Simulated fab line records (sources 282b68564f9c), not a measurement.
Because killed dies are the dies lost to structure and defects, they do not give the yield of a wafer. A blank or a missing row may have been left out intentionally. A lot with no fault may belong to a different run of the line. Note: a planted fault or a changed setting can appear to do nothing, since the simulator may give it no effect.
2 desks looking at one fault | flow ritCmos | each desk holds nothing but its own numbers, with what lay behind them at the end

== THE METROLOGY DESK ==
What the gauges read for every lot (on any tool): the sampled wafers with a number, averaged. Any lot whose mean is over 4 standard deviations away from the usual mean is out of limits and marked OUT; that distance is given in the brackets.
Columns: A = cdNm at RIT_ACTIVE_CD_MEAS_11, usual 1400.7 nm
lot  | first seen here | A
L897 | day 1 14:37     | 1403.2
L898 | day 1 19:28     | 1397.2
L900 | day 2 05:26     | 1401.7
L903 | day 2 21:04     | 1400.0
L904 | day 3 01:29     | 1399.4
L906 | day 3 11:34     | 1403.3
L907 | day 3 17:11     | 1400.3
L908 | day 3 21:42     | 1404.4
L913 | day 5 00:58     | 1404.2
L914 | day 5 03:28     | 1410.2
L915 | day 5 08:28     | 1401.5
L916 | day 5 13:39     | 1402.2
L917 | day 5 18:56     | 1400.3
L918 | day 5 23:28     | 1400.8
Result from this desk: across the 14 lots, nothing is out of limits.

== DESK OF THE TOOL OWNER: lithoTrack-03 ==
The tool's own readings at RIT_ACTIVE_DEVELOP_10 (develop time 50 s): means of the sampled wafers that have a number, for each lot that ran on this tool. Any lot whose mean is over 4 standard deviations away from the usual mean is out of limits and marked OUT; that distance is given in the brackets.
Columns: A = developerTempC at RIT_ACTIVE_DEVELOP_10, usual 23.00 C
lot  | first seen here | A
L897 | day 1 14:00     | 22.99
L903 | day 2 20:00     | 22.89
L906 | day 3 11:00     | 22.96
L913 | day 5 00:00     | 25.30 (+25) OUT
L914 | day 5 03:00     | 25.34 (+26) OUT
Finding of this desk: L913, L914 out of limits; the first was L913 at day 5 00:00, on developerTempC at RIT_ACTIVE_DEVELOP_10. L897, L903, L906: within limits.

== ALL TOGETHER ==
The tool owner's desk could have raised an alarm at day 5 00:00, on L913, L914.
At the metrology desk, nothing out of limits was observed.
The metrology desk has L913, L914 on record, within its limits.
Of the lots named, all ran RIT_ACTIVE_DEVELOP_10 on lithoTrack-03.

== WHAT HAD BEEN PUT IN BY THE SIMULATOR ==
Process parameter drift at RIT_ACTIVE_DEVELOP_10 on lithoTrack-03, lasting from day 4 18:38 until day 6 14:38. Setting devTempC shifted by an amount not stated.
Struck lots among those shown: L913, L914.
How many hours passed from the start of the fault until each desk's first out-of-limits reading: the tool owner's desk, 5.
